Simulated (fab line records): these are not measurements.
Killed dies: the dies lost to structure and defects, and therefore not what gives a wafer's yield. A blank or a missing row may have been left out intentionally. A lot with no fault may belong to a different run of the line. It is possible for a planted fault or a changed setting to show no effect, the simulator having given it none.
The tool behind it: which one? | flow rit-cmos | 33 wafers from 11 lots sampled at 2 of the route's 202 steps

WHAT EACH GAUGE READ, for each wafer
RIT_NLDD_TW_MEAS_10.
lot  | measured    | on            | NLDD_TW
L791 | day 3 03:02 | film-metro-02 | 2503 2497 2496
L792 | day 3 04:11 | film-metro-02 | 2507 2515 2496
L793 | day 3 09:08 | film-metro-02 | 2505 2503 2507
L794 | day 3 11:02 | film-metro-02 | 2509 2504 2505
L799 | day 4 10:20 | film-metro-01 | 2238 2238 2238
L800 | day 4 14:17 | film-metro-01 | 2224 2232 2239
L802 | day 5 01:29 | film-metro-02 | 2277 2272 2283
L809 | day 6 12:03 | film-metro-03 | 2493 2476 2503
L811 | day 6 21:13 | film-metro-01 | 2482 2484 2476
L812 | day 7 03:37 | film-metro-01 | 2461 2470 2461
L814 | day 7 13:10 | film-metro-01 | 2462 2459 2462

WHICH TOOL RAN EACH LOT (tool, then ch and the chambers of the sampled wafers, then the start)
lot  | RIT_NLDD_IMPLANT_08
L791 | implanter-01 ch 0, day 3 02:43
L792 | implanter-01 ch 0, day 3 03:51
L793 | implanter-01 ch 0, day 3 08:49
L794 | implanter-03 ch 0, day 3 10:42
L799 | implanter-02 ch 0, day 4 10:02
L800 | implanter-02 ch 0, day 4 13:58
L802 | implanter-02 ch 0, day 5 01:11
L809 | implanter-01 ch 0, day 6 11:44
L811 | implanter-01 ch 0, day 6 20:53
L812 | implanter-03 ch 0, day 7 03:17
L814 | implanter-03 ch 0, day 7 12:50
- RIT_NLDD_IMPLANT_08

THE ANSWER, worked out from the rows above alone
Rule: what is usual is taken from the lots themselves. Put in order of their means at a reading, lots are off if they are a third of the lots or fewer, leave a main group of 4 or more, and stand apart from it by a gap of 3 or more times the standard deviation of the main group's means; of several such gaps the widest counts. A main group whose means are all the same, to the digits that the tables above print for the reading, isn't used. Also off: a lot with no number at a reading for which 4 or more lots have one. All remaining lots with rows at the step are treated as sound.
Off: L799, L800, L802, at RIT_NLDD_TW_MEAS_10 (NLDD_TW). The main group: mean 2489, standard deviation 17.
If a tool, at a process step before that reading, ran all the lots that are off and no sound lot after the first of them, it fits. Those tools and the gauges at RIT_NLDD_TW_MEAS_10 are tried in the same way. One candidate fits, namely implanter-02 at RIT_NLDD_IMPLANT_08. It ran no sound lot before its first lot that is off in this sample, so the start can't be narrowed down.

WHAT HAD BEEN PUT IN BY THE SIMULATOR
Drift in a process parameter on implanter-02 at RIT_NLDD_IMPLANT_08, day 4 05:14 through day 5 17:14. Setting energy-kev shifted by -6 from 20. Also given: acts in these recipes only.
Struck lots among those shown: L799, L800, L802. The rule above reached the same finding.
